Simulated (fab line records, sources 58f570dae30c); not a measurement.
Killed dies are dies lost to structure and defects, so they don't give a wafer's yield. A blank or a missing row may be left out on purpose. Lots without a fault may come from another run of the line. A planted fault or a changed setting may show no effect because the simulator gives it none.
A struck lot beside a sound one | flow berkeley_cmos170 | 14 steps out of a route of 331
Sound: wafers L685.2, L685.3, L685.5. Struck: wafers L694.2, L694.3, L694.5. The cause comes at the end.
At each step with rows: each side's tool, then ch and its chambers, then its first start. Under that, the readings that differ: sound wafers | struck wafers | difference of the means | sigmas: that difference in standard deviations of wafers without a fault.
alike: readings whose means differ by less than 2 such deviations, and words and numbers that are the same on both sides. not compared: withheld readings, readings that some wafer has no value for, bounds like >300 that may hide the same value, and numbers for which the record gives no deviation and whose values overlap.
The two part at a step that has a row with sigmas, a row that says differs or no value, or rows on one side only. Numbers that don't overlap but have no deviation are shown without sigmas and don't part them. A reading that every wafer of one side lacks parts them only if that side has two wafers or more.

first, 1 step without rows for these wafers: UCB170_M2_PRE_CLEAN_00 (preclean etch time 60 s).
UCB170_M2_SPUTTER_01: material Al, target thk 900 nm, time 120 s.
  sound on pvd_sputter-01, day 8 07:36; struck on pvd_sputter-04, day 10 04:40
  alike: throttle_valve_pct
UCB170_M2_RS_MEAS_02: measures by four-point-probe.
  sound on film_metro-01, day 8 07:43; struck on film_metro-01, day 10 04:47
  alike: M2_AL_RS
UCB170_M2_THK_MEAS_03: measures by xrf.
  sound on film_metro-01, day 8 07:49; struck on film_metro-01, day 10 04:53
  alike: M2_AL_THK
then, 3 steps without rows for these wafers: UCB170_M2_HMDS_04 (prime time 60 s); UCB170_M2_COAT_05 (resist thk 900 nm); UCB170_M2_SOFTBAKE_06 (time 60 s).
UCB170_M2_STRIP_07: strips in O2.
  sound on plasma_asher-04 ch 0,1, day 8 08:19; struck on plasma_asher-03 ch 0,1, day 10 05:23
  alike: chamber_pressure_mTorr, drypump_motor_current_A, oes_product_au, strip_time_to_endpoint_s
  not compared: rf_hours_counter_h
then, 4 steps without rows for these wafers: UCB170_M2_STRIP_08 (strips KrF in DMSO, time 600 s); UCB170_M2_COAT_09; UCB170_M2_COAT_10 (resist thk 900 nm); UCB170_M2_SOFTBAKE_11 (time 60 s).
UCB170_M2_EXPOSE_12: exposes mask METAL2, target cd 700 nm.
  sound on krf_scanner-01 ch 0, day 8 09:14; struck on krf_scanner-01, day 10 07:13
  no value came back on the struck wafers for exposure_dose_mJ_cm2, focus_offset_nm (nm), stage_vel_mm_s (mm/s); on the sound wafers exposure_dose_mJ_cm2 reads 24.84 24.81 24.81
  alike: mask
then, 1 step without rows for these wafers: UCB170_M2_PEB_13.

WHERE THEY PART
Only at UCB170_M2_EXPOSE_12, within this record.

WHY: what the simulator had put in
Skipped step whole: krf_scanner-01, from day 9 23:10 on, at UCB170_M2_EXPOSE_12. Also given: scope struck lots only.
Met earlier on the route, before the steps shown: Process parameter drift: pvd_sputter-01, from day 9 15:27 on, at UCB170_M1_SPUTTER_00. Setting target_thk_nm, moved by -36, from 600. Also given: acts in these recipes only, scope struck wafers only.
